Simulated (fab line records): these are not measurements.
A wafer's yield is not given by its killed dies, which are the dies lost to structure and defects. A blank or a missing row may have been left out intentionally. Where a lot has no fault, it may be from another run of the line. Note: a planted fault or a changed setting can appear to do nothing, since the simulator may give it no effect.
A lot that was struck, set against a sound lot | flow ritCmos | 16 steps out of a route of 202
Sound: these wafers, L677.1, L677.4, L677.6. Wafers L683.2, L683.5, L683.6 were the ones struck. The cause is named last.
Each step with rows lists, per side, the tool, then ch with its chambers, then its first start. Under that, the readings that differ: sound wafers | struck wafers | difference of the means | sigmas: that difference in standard deviations of wafers without a fault.
alike: readings whose means differ by less than 2 such deviations, and words and numbers that are the same on both sides. not compared: withheld readings, readings that some wafer has no value for, bounds like >300 that may hide the same value, and numbers for which the record gives no deviation and whose values overlap.
A row with sigmas, a row that says differs or no value, or rows on one side alone: a step with any of these is where the two part. When numbers do not overlap yet have no deviation, they are printed without sigmas and do not part them. A reading missing from all wafers of one side parts the sides only when that side holds two or more wafers.

RIT_ACTIVE_BOW_MEAS_00:
  sound: filmMetro-03 at day 2 16:00; struck: filmMetro-03 at day 3 22:01
  alike: INCOMING_BOW
then, 1 step without rows for these wafers: RIT_ACTIVE_OXIDATION_01 (target thk 46.8 nm, ox time 3360 s).
RIT_ACTIVE_THK_MEAS_02:
  sound: filmMetro-04 at day 2 18:46; struck: filmMetro-01 at day 4 02:05
  alike: ACTIVE_OXIDE_THK
then, 1 step without rows for these wafers: RIT_ACTIVE_CVD_03 (deposits Si3N4 from SiH2Cl2/NH3, target thk 150 nm, time 1500 s).
RIT_ACTIVE_THK_MEAS_04:
  sound: filmMetro-04 at day 2 20:35; struck: filmMetro-01 at day 4 03:34
  alike: ACTIVE_NITRIDE_THK
then, 1 step without rows for these wafers: RIT_ACTIVE_HMDS_05 (prime time 62.34 s).
RIT_ACTIVE_COAT_06: resist thk 1000 nm.
  sound on lithoTrack-04 ch 0, day 2 20:48; struck on lithoTrack-04 ch 0, day 4 03:47
reading                                    | sound          | struck        | difference | sigmas
model.NOVOLAK_of_ACTIVE_COAT_06.thkNm (nm) | 1002 1003 1005 | 478 478.7 479 | -525       | 
then, 4 steps without rows for these wafers: RIT_ACTIVE_SOFTBAKE_07 (time 60 s); RIT_ACTIVE_EXPOSE_08 (exposes mask M1, target cd 1400 nm); RIT_ACTIVE_PEB_09; RIT_ACTIVE_DEVELOP_10 (develop time 50 s).
RIT_ACTIVE_CD_MEAS_11: the cd target is 1400 nm.
  sound: cdSem-02 at day 2 21:38; struck: cdSem-01 at day 4 04:37
reading   | sound                | struck               | difference | sigmas
cdNm (nm) | 1400.9 1403.0 1402.4 | 1328.1 1327.5 1329.1 | -73.9      | -25
then, 1 step without rows for these wafers: RIT_ACTIVE_HARDBAKE_12 (time 60 s).
RIT_ACTIVE_ETCH_13: etches Si3N4 in SF6, stops on SiO2, time 210 s, target depth 210 nm.
  sound on rieDiel-04 ch 0,1,3, day 2 21:54; struck on rieDiel-04 ch 1,2, day 4 04:52
reading                                    | sound             | struck          | difference | sigmas
model.NOVOLAK_of_ACTIVE_COAT_06.thkNm (nm) | 659.8 664.5 662.5 | 195.3 197 203.5 | -463.7     | 
model.ACTIVE.cdNm (nm)                     | 1401 1403 1403    | 1328 1327 1329  | -74        | 
  alike: SF6_flow_sccm, drypumpMotorCurrentA, oesProductAu, throttleValvePct
  not compared: rfHoursCounterH
RIT_ACTIVE_STRIP_14: strips in O2, time 180 s.
  sound on plasmaAsher-03 ch 0,1, day 2 22:02; struck on plasmaAsher-03 ch 0,1, day 4 05:00
  alike: drypumpMotorCurrentA
  not compared: rfHoursCounterH
-- the record jumps here: 2 days lie between the struck wafers' starts before and after (it left off in module ACTIVE and takes up again in module M1, whose first step shown is number 202 of the route) --
RIT_M1_PROBE_99:
  sound: prober-02 at day 4 22:22; struck: prober-02 at day 6 05:23
reading                           | sound           | struck            | difference | sigmas
killedAtContacts                  | 0 0 0           | 0 2 0             | +1         | +2
model.etest.pplusSal.widthNm (nm) | 3439 3443 3434  | 3400 3389 3411    | -39        | 
model.etest.pldd.widthNm (nm)     | 3163 3193 3156  | 3126 3124 3125    | -46        | 
model.etest.nldd.widthNm (nm)     | 3178 3194 3162  | 3100 3103 3126    | -68        | 
model.etest.nmosNarrow.driveUaUm  | 220.2 220 212.8 | 202.8 208.3 207.2 | -11.6      | 
  alike: killedAtFrontEnd, killedDies, killedOpen, killedShort
  not compared: model.etest.nplusSal.widthNm, model.etest.pmosNarrow.driveUaUm, model.etest.pplusSal.lineOhmUm, model.etest.nplusSal.lineOhmUm

WHERE THEY PART
Last at RIT_M1_PROBE_99 as far as this record goes, first at RIT_ACTIVE_CD_MEAS_11.

WHY: what the simulator had put in
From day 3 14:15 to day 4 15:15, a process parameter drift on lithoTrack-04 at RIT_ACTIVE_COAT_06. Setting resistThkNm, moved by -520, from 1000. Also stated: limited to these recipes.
